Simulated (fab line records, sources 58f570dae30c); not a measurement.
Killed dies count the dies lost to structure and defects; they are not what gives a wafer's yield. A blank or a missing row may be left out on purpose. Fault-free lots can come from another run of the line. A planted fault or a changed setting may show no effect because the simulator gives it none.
Split-lot experiment | flow berkeley-cmos170 | route with 331 steps; 5 lots, 23 wafers read

THE SPLIT ITSELF
At UCB170_NWELL_CVD_04 (deposits Si3N4 from SiH2Cl2/NH3, target thk 224 nm, time 3360 s), the setting nh3-flow-sccm was moved away from the recipe's 75 sccm on 20 of the 23 wafers read, by -13.3% to +14.4%. This setting was run at the recipe's value on the other wafers.

FROM THE SPLIT TO THE READING: what the file shows between them, 2 steps
- UCB170_NWELL_HMDS_06: prime time 60 s
- UCB170_NWELL_DEVELOP_11: develop time 45 s

THE READING
oes-product-au, in a.u., at UCB170_NWELL_ETCH_13 (etches Si3N4 in CH3F/Ar/O2, stops on SiO2, target depth 246.4 nm, time 154 s). Fault-free wafers of this fab line usually give 0.940 a.u., standard deviation 0.016 a.u.

wafer  | tool, chamber at the split | nh3-flow-sccm as run, sccm | against the recipe | oes-product-au, a.u. | against lot-mates on the recipe
L077.1 | -, -                       | 65.06                      | -13.3%             | 0.882                | no lot-mate on the recipe
L077.2 | -, -                       | 65.06                      | -13.3%             | 0.872                | no lot-mate on the recipe
L077.3 | -, -                       | 65.06                      | -13.3%             | 0.874                | no lot-mate on the recipe
L077.5 | -, -                       | 65.06                      | -13.3%             | 0.876                | no lot-mate on the recipe
L077.6 | -, -                       | 65.06                      | -13.3%             | 0.879                | no lot-mate on the recipe
L079.2 | lpcvd-01, 0                | 75                         | recipe             | 0.954                | -
L079.5 | lpcvd-01, 0                | 75                         | recipe             | 0.962                | -
L079.6 | lpcvd-01, 0                | 75                         | recipe             | 0.926                | -
L083.2 | -, -                       | 78.3                       | +4.4%              | 0.929                | no lot-mate on the recipe
L083.3 | -, -                       | 78.3                       | +4.4%              | 0.958                | no lot-mate on the recipe
L083.4 | -, -                       | 78.3                       | +4.4%              | 0.957                | no lot-mate on the recipe
L083.5 | -, -                       | 78.3                       | +4.4%              | 0.953                | no lot-mate on the recipe
L083.6 | -, -                       | 78.3                       | +4.4%              | 0.937                | no lot-mate on the recipe
L084.1 | -, -                       | 66.26                      | -11.7%             | 0.887                | no lot-mate on the recipe
L084.2 | -, -                       | 66.26                      | -11.7%             | 0.872                | no lot-mate on the recipe
L084.3 | -, -                       | 66.26                      | -11.7%             | 0.890                | no lot-mate on the recipe
L084.4 | -, -                       | 66.26                      | -11.7%             | 0.894                | no lot-mate on the recipe
L084.6 | -, -                       | 66.26                      | -11.7%             | 0.894                | no lot-mate on the recipe
L085.1 | -, -                       | 85.81                      | +14.4%             | 0.970                | no lot-mate on the recipe
L085.3 | -, -                       | 85.81                      | +14.4%             | 1.015                | no lot-mate on the recipe
L085.4 | -, -                       | 85.81                      | +14.4%             | 1.002                | no lot-mate on the recipe
L085.5 | -, -                       | 85.81                      | +14.4%             | 0.966                | no lot-mate on the recipe
L085.6 | -, -                       | 85.81                      | +14.4%             | 1.014                | no lot-mate on the recipe

THE FIT
A straight line over all 23 wafers: oes-product-au changes by +0.00412 a.u. for each +1% of nh3-flow-sccm; r = +0.95; the points scatter about the line by 0.015 a.u.
Too few moved wafers have a lot-mate on the recipe to fit a line with each lot's own level taken away.

FILE'S OWN FIT
oes-product-au changes by +0.00412 a.u. for each +1% of nh3-flow-sccm, r = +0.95.
